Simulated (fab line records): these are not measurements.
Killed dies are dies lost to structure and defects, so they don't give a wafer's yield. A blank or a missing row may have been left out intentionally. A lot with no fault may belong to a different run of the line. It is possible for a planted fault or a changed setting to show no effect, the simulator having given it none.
Code-filled problem report in 8D (eight disciplines) form    flow berkeley_cmos170    the parts of the form that need people (team, actions taken, sign-off) are left out

== 1. WHAT WENT WRONG ==
ACTIVE_OVL at UCB170_ACTIVE_OVL_MEAS_14 reads a mean of -225 nm on 12 wafers of 4 lots; wafers without a fault read -3 nm with a standard deviation of 5. Relative to the usual mean, that is a shift of -44 standard deviations.
First seen on wafer L196.1, day 7 03:17, on overlay-01. The record holds 39 wafers of 13 lots with a number at this step. Rule for "out", or "out of limits": more than 4 standard deviations from the usual mean. All remaining wafers that have a number are taken as sound.

== 2. WHAT IT IS, AND WHAT IT ISN'T ==
question                     is                      is not
which readings at this step  ACTIVE_OVL              -
which lots                   L195, L196, L197, L198  L187, L188, L189, L190, L191, L192, L203, L207, L210
which wafers of those lots   all that have a number  -
read on which gauges         overlay-01, overlay-02  -
when                         from day 7 03:17        up to then (18 sound wafers); but 9 sound wafers of L203, L207, L210 came after

== 3. WHAT RULES OUT EACH SUSPECT ==
Counting: a tool at a process step up to the reading stays a suspect if it ran every lot that is out and no sound lot after the first of them.
- ruled out: the gauge at UCB170_ACTIVE_OVL_MEAS_14. The wafers that are out were read on 2 gauges (overlay-01, overlay-02).
- krf_scanner-01 at UCB170_ACTIVE_EXPOSE_10 (exposes mask ACTIVE, target cd 1200 nm): kept. All lots that are out passed through it, beginning with L196 at day 7 02:47, and no sound lot followed; its final sound lot before that point was L192 at day 5 18:06.
After counting, what remains is krf_scanner-01 at UCB170_ACTIVE_EXPOSE_10.

== 4. THE CAUSE (what the simulator had put in) ==
Scanner matching overlay: krf_scanner-01, from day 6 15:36 on, at UCB170_ACTIVE_EXPOSE_10. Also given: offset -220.
The count eliminated every tool but this one.

== 5. THE CHAIN OF EFFECTS, in route order ==
One row per reading whose mean, taken over the struck wafers that have a number, lies over 3 standard deviations from the usual. Scope: only readings with a usual standard deviation given in the record; hours: median across lots of the time from each lot's start at the first step in this table that gives one to its start at this step; sigmas: change in usual standard deviations.
hours  step                       reading     usual  on struck wafers  change  sigmas
0      UCB170_ACTIVE_OVL_MEAS_14  ACTIVE_OVL  -3 nm  -225              -222    -44

== 6. WHAT WOULD HAVE CAUGHT IT SOONER ==
Counted from the fault's start at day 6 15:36, it took 12 hours until the first out-of-limits reading at a measuring or inspecting step in this record, taken at day 7 03:17.
L198, from the lots that are out (4), started UCB170_ACTIVE_EXPOSE_10 on krf_scanner-01 later than day 7 03:17. It would have been spared by a hold on the tool at that moment.
